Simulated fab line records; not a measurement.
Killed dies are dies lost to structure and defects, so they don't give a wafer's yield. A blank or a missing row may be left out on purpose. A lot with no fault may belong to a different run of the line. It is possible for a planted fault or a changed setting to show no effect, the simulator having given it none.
Which tool was responsible? ; flow berkeley_cmos170 ; 14 lots with 42 wafers sampled at 5 steps, on a route of 331 steps

## WHAT EACH GAUGE READ, for each wafer
UCB170_PWELL_OVL_MEAS_13.
lot;measured;on;PWELL_OVL (nm)
L534;day 3 09:17;overlay-01;-3 -1 1
L535;day 3 21:19;overlay-01;4 2 0
L537;day 3 21:35;overlay-02;4 1 6
L536;day 3 21:29;overlay-01;-6 -3 -7
L538;day 4 02:14;overlay-01;4 3 7
L540;day 4 12:26;overlay-01;0 1 2
L541;day 4 21:47;overlay-01;-4 -2 -6
L543;day 5 04:52;overlay-01;-3 0 -5
L546;day 6 00:17;overlay-01;1 4 4
L550;day 6 20:28;overlay-02;-4 0 -7
L552;day 7 04:54;overlay-01;-9 -1 -3
L553;day 7 05:08;overlay-01;-7 -11 -3
L554;day 7 13:53;overlay-02;-4 2 -2
L557;day 8 02:06;overlay-02;-4 -7 -2

UCB170_PFIELD_TW_MEAS_09.
lot;measured;on;PFIELD_TW
L534;day 4 22:26;film_metro-02;594 597 594
L535;day 5 10:31;film_metro-02;597 599 598
L537;day 5 10:11;film_metro-01;604 602 601
L536;day 5 10:28;film_metro-04;603 604 605
L538;day 5 13:39;film_metro-02;599 601 597
L540;day 6 01:57;film_metro-04;606 608 608
L541;day 6 10:32;film_metro-01;525 524 522
L543;day 6 16:08;film_metro-04;610 609 607
L546;day 7 12:33;film_metro-02;530 526 527
L550;day 8 08:34;film_metro-02;598 593 597
L552;day 8 20:51;film_metro-02;596 595 594
L553;day 8 21:11;film_metro-01;598 602 597
L554;day 9 06:19;film_metro-04;607 608 608
L557;day 9 17:23;film_metro-02;599 598 600

UCB170_FIELD_THK_MEAS_90.
lot;measured;on;FIELD_OXIDE_LEFT_1_THK (nm)
L534;day 5 15:37;film_metro-03;437 438 429
L535;day 6 04:28;film_metro-02;455 454 450
L537;day 6 04:31;film_metro-01;437 439 438
L536;day 6 04:26;film_metro-03;453 439 452
L538;day 6 04:26;film_metro-01;442 446 439
L540;day 6 22:43;film_metro-02;464 458 452
L541;day 7 02:31;film_metro-03;452 446 440
L543;day 7 08:19;film_metro-03;444 432 431
L546;day 8 03:03;film_metro-02;448 441 431
L550;day 9 04:32;film_metro-03;434 447 437
L552;day 9 15:38;film_metro-03;435 438 433
L553;day 9 15:37;film_metro-02;425 427 429
L554;day 10 01:20;film_metro-02;451 440 442
L557;day 10 10:04;film_metro-02;443 431 428

## WHAT TOOL EACH LOT RAN ON (gives the tool, then ch and the chambers of the sampled wafers, and finally the start)
lot;UCB170_NWELL_ETCH_13;UCB170_PFIELD_IMPLANT_07
L534;rie_diel-03 ch 0,1,3, day 2 15:11;implanter-04 ch 0, day 4 22:11
L535;rie_diel-01 ch 0,1,2, day 3 01:23;implanter-02 ch 0, day 5 10:17
L537;rie_diel-03 ch 0,3, day 3 01:32;implanter-02 ch 0, day 5 09:58
L536;rie_diel-02 ch 1,2,3, day 3 01:56;implanter-04 ch 0, day 5 10:13
L538;rie_diel-01 ch 1,2,3, day 3 08:26;implanter-02 ch 0, day 5 13:24
L540;rie_diel-02 ch 0,2,3, day 3 18:43;implanter-04 ch 0, day 6 01:42
L541;rie_diel-03 ch 0,3, day 4 00:14;implanter-04 ch 0, day 6 10:17
L543;rie_diel-03 ch 0,1,3, day 4 09:46;implanter-02 ch 0, day 6 15:56
L546;rie_diel-01 ch 1,2, day 5 02:54;implanter-04 ch 0, day 7 12:18
L550;rie_diel-01 ch 0,3, day 5 22:25;implanter-02 ch 0, day 8 08:20
L552;rie_diel-02 ch 0,2,3, day 6 09:10;implanter-01 ch 0, day 8 20:37
L553;rie_diel-01 ch 0,2,3, day 6 09:26;implanter-02 ch 0, day 8 20:56
L554;rie_diel-02 ch 0,2,3, day 6 19:08;implanter-01 ch 0, day 9 06:05
L557;rie_diel-03 ch 2,3, day 7 06:09;implanter-02 ch 0, day 9 17:08
- UCB170_NWELL_ETCH_13: etches Si3N4 in CH3F/Ar/O2, stops on SiO2, target depth 246.4 nm, time 154 s.
- UCB170_PFIELD_IMPLANT_07

## AS READ BY THE TOOLS THEMSELVES (means over the sampled wafers that have a number; for cases with no such wafer, the mark the record gives instead)
UCB170_NWELL_ETCH_13.
lot;tool;drypump_motor_current_A (A);oes_product_au (a.u.);rf_fwd_power_W (W);throttle_valve_pct (%)
L534;rie_diel-03;5.9;0.938;448.2;7.98
L535;rie_diel-01;5.3;0.924;448.3;7.92
L537;rie_diel-03;5.7;0.931;449.7;7.94
L536;rie_diel-02;6.1;0.947;447.9;8.03
L538;rie_diel-01;5.6;0.931;447.9;7.93
L540;rie_diel-02;6.0;0.950;448.9;8.00
L541;rie_diel-03;5.7;0.944;447.2;7.92
L543;rie_diel-03;5.9;0.946;448.8;7.99
L546;rie_diel-01;5.3;0.929;448.3;7.93
L550;rie_diel-01;6.1;0.928;447.7;7.95
L552;rie_diel-02;6.0;0.951;448.8;7.99
L553;rie_diel-01;5.7;0.923;448.2;7.95
L554;rie_diel-02;5.9;0.938;447.8;7.99
L557;rie_diel-03;6.4;0.927;448.2;8.11

UCB170_PFIELD_IMPLANT_07.
lot;tool;dose_ions_cm2;faraday_current_uA
L534;implanter-04;1.9993e+13;64.1
L535;implanter-02;2.0009e+13;65.5
L537;implanter-02;2.0018e+13;63.4
L536;implanter-04;2.0010e+13;62.8
L538;implanter-02;2.0014e+13;63.1
L540;implanter-04;2.0006e+13;63.3
L541;implanter-04;1.3474e+13;43.1
L543;implanter-02;1.9969e+13;63.0
L546;implanter-04;1.3485e+13;42.1
L550;implanter-02;1.9973e+13;63.3
L552;implanter-01;1.9987e+13;63.1
L553;implanter-02;2.0018e+13;63.2
L554;implanter-01;2.0009e+13;63.5
L557;implanter-02;2.0007e+13;63.3

## THE ANSWER, worked out from the rows above alone
Rule: the lots themselves supply what counts as usual. Put in order of their means at a reading, lots are off if they are a third of the lots or fewer, leave a main group of 4 or more, and stand apart from it by a gap of 3 or more times the standard deviation of the main group's means; of several such gaps the widest counts. A main group is skipped when, at the precision printed for the reading in the tables above, its means are all equal. A lot without any number at a reading at which 4 lots or more have one is off too. All remaining lots with rows at the step are treated as sound. First the gauges in route order, then the tools' own readings, where a lot's mean is used as printed above. The first step at which some lot is off is used, and at that step the reading that is off furthest; a lot without a number counts as furthest.
Off: at UCB170_PFIELD_TW_MEAS_09 (PFIELD_TW), L541, L546. Main group: mean 601, sd 4.8.
A tool fits if, at a process step before that reading, it ran every lot that is off, and no sound lot after the first of them. The gauges at UCB170_PFIELD_TW_MEAS_09 aren't tried: what is off there is off at UCB170_PFIELD_IMPLANT_07 too, on other tools, and a gauge's error can't cause that. One candidate fits, namely implanter-04 at UCB170_PFIELD_IMPLANT_07. Its last sound lot is L540 (day 6 01:42), its first lot that is off L541 (day 6 10:17): a fault that began between those two fits.
The tool's own readings at UCB170_PFIELD_IMPLANT_07 bear it out: on the lots that are off they differ by more than 5 times the standard deviation of the sound lots' means. dose_ions_cm2 reads 1.3480e+13 there against 2.0001e+13 on the sound lots; faraday_current_uA reads 42.6 there against 63.5 on the sound lots.

## WHAT THE SIMULATOR HAD INSERTED
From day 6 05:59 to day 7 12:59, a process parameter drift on implanter-04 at UCB170_PFIELD_IMPLANT_07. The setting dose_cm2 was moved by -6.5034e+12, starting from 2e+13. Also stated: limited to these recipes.
Struck lots among those shown: L541, L546. The rule given above showed the same thing.
